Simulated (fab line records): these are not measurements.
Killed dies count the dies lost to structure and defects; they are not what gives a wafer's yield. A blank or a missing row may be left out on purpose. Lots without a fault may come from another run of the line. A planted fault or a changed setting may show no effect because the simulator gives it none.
Split-lot trial / flow berkeleyCmos170 / 23 wafers read across 5 lots, on a route 331 steps long

== THE SPLIT ITSELF ==
At UCB170_SILICIDE_SPUTTER_01 (material Ti, target thk 30 nm, time 25 s), the setting timeS was moved away from the recipe's 25 s on 11 of the 23 wafers read, by -11.5% to +12.3%. For the rest of the wafers, this setting stayed at what the recipe calls for.

== THE PATH FROM SPLIT TO READING: the file shows 1 step between them ==
- UCB170_SILICIDE_RS_MEAS_02: measures by four-point-probe

== THE READING ==
SILICIDE_TI_THK, in nm, at UCB170_SILICIDE_THK_MEAS_03 (measures by xrf). On this fab line, fault-free wafers typically give 30.1 nm with a standard deviation of 0.39 nm.

wafer=L076.1; tool, chamber at the split=pvdSputter-01, -; timeS as run, s=25; against the recipe=recipe; SILICIDE_TI_THK, nm=29.8; against lot-mates on the recipe=-
wafer=L076.2; tool, chamber at the split=pvdSputter-01, -; timeS as run, s=28.07; against the recipe=+12.3%; SILICIDE_TI_THK, nm=33.7; against lot-mates on the recipe=+3.9
wafer=L076.3; tool, chamber at the split=pvdSputter-01, -; timeS as run, s=25; against the recipe=recipe; SILICIDE_TI_THK, nm=29.8; against lot-mates on the recipe=-
wafer=L076.4; tool, chamber at the split=pvdSputter-01, -; timeS as run, s=28.07; against the recipe=+12.3%; SILICIDE_TI_THK, nm=33.9; against lot-mates on the recipe=+4.1
wafer=L076.5; tool, chamber at the split=pvdSputter-01, -; timeS as run, s=28.07; against the recipe=+12.3%; SILICIDE_TI_THK, nm=33.2; against lot-mates on the recipe=+3.4
wafer=L082.1; tool, chamber at the split=pvdSputter-03, -; timeS as run, s=27.02; against the recipe=+8.1%; SILICIDE_TI_THK, nm=33.0; against lot-mates on the recipe=+2.7
wafer=L082.2; tool, chamber at the split=pvdSputter-03, -; timeS as run, s=27.02; against the recipe=+8.1%; SILICIDE_TI_THK, nm=32.8; against lot-mates on the recipe=+2.5
wafer=L082.3; tool, chamber at the split=pvdSputter-03, -; timeS as run, s=27.02; against the recipe=+8.1%; SILICIDE_TI_THK, nm=32.5; against lot-mates on the recipe=+2.2
wafer=L082.5; tool, chamber at the split=pvdSputter-03, -; timeS as run, s=25; against the recipe=recipe; SILICIDE_TI_THK, nm=30.5; against lot-mates on the recipe=-
wafer=L082.6; tool, chamber at the split=pvdSputter-03, -; timeS as run, s=25; against the recipe=recipe; SILICIDE_TI_THK, nm=30.1; against lot-mates on the recipe=-
wafer=L085.1; tool, chamber at the split=pvdSputter-01, -; timeS as run, s=22.12; against the recipe=-11.5%; SILICIDE_TI_THK, nm=26.9; against lot-mates on the recipe=-3.6
wafer=L085.3; tool, chamber at the split=pvdSputter-01, -; timeS as run, s=22.12; against the recipe=-11.5%; SILICIDE_TI_THK, nm=26.7; against lot-mates on the recipe=-3.8
wafer=L085.4; tool, chamber at the split=pvdSputter-01, -; timeS as run, s=22.12; against the recipe=-11.5%; SILICIDE_TI_THK, nm=26.8; against lot-mates on the recipe=-3.6
wafer=L085.5; tool, chamber at the split=pvdSputter-01, -; timeS as run, s=25; against the recipe=recipe; SILICIDE_TI_THK, nm=30.4; against lot-mates on the recipe=-
wafer=L085.6; tool, chamber at the split=pvdSputter-01, -; timeS as run, s=25; against the recipe=recipe; SILICIDE_TI_THK, nm=30.5; against lot-mates on the recipe=-
wafer=L084.2; tool, chamber at the split=pvdSputter-03, -; timeS as run, s=25; against the recipe=recipe; SILICIDE_TI_THK, nm=30.2; against lot-mates on the recipe=-
wafer=L084.3; tool, chamber at the split=pvdSputter-03, -; timeS as run, s=25; against the recipe=recipe; SILICIDE_TI_THK, nm=30.2; against lot-mates on the recipe=-
wafer=L084.4; tool, chamber at the split=pvdSputter-03, -; timeS as run, s=25; against the recipe=recipe; SILICIDE_TI_THK, nm=30.0; against lot-mates on the recipe=-
wafer=L083.1; tool, chamber at the split=pvdSputter-03, -; timeS as run, s=23.4; against the recipe=-6.4%; SILICIDE_TI_THK, nm=28.3; against lot-mates on the recipe=-1.9
wafer=L083.2; tool, chamber at the split=pvdSputter-03, -; timeS as run, s=23.4; against the recipe=-6.4%; SILICIDE_TI_THK, nm=28.4; against lot-mates on the recipe=-1.8
wafer=L083.3; tool, chamber at the split=pvdSputter-03, -; timeS as run, s=25; against the recipe=recipe; SILICIDE_TI_THK, nm=29.9; against lot-mates on the recipe=-
wafer=L083.4; tool, chamber at the split=pvdSputter-03, -; timeS as run, s=25; against the recipe=recipe; SILICIDE_TI_THK, nm=30.8; against lot-mates on the recipe=-
wafer=L083.6; tool, chamber at the split=pvdSputter-03, -; timeS as run, s=25; against the recipe=recipe; SILICIDE_TI_THK, nm=30.0; against lot-mates on the recipe=-

FIT RESULTS
A straight line over all 23 wafers: SILICIDE_TI_THK changes by +0.291 nm for each +1% of timeS; r = +0.99; the points scatter about the line by 0.29 nm.
The same after taking each lot's own level away (the mean of its wafers on the recipe; 23 wafers): +0.31 nm for each +1%; r = +1.00; scatter 0.22 nm.
On that fit, the largest move of timeS shifts the reading by 3.8 nm.
Measured against the standard deviation above, the lots' own levels, which go from 29.80 to 30.45 nm, span 1.7 times it.
The two slopes agree, so the slope changes little with the lot-to-lot level.
Check: for one of the wafers moved furthest among these (+12.3%), held out of the fit, the line's prediction against its lot-mates is +3.78 nm. It came out at +3.9 nm against them.

== THE WHOLE CHAIN: every reading that the file lists as answering this split, in the file's order ==
step=UCB170_SILICIDE_SPUTTER_01; what it does=material Ti, target thk 30 nm, time 25 s; reading=Ti_of_SILICIDE_SPUTTER_01.thkNm (the simulator's own value, which no gauge read); change (the file's fit)=+0.304 nm for each +1% of the setting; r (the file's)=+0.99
step=UCB170_SILICIDE_RS_MEAS_02; what it does=measures by four-point-probe; reading=SILICIDE_TI_RS; change (the file's fit)=-0.312 for each +1% of the setting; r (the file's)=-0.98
step=UCB170_SILICIDE_THK_MEAS_03; what it does=measures by xrf; reading=SILICIDE_TI_THK; change (the file's fit)=+0.31 for each +1% of the setting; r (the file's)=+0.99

== FILE'S OWN FIT ==
SILICIDE_TI_THK changes by +0.31 nm for each +1% of timeS, r = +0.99.
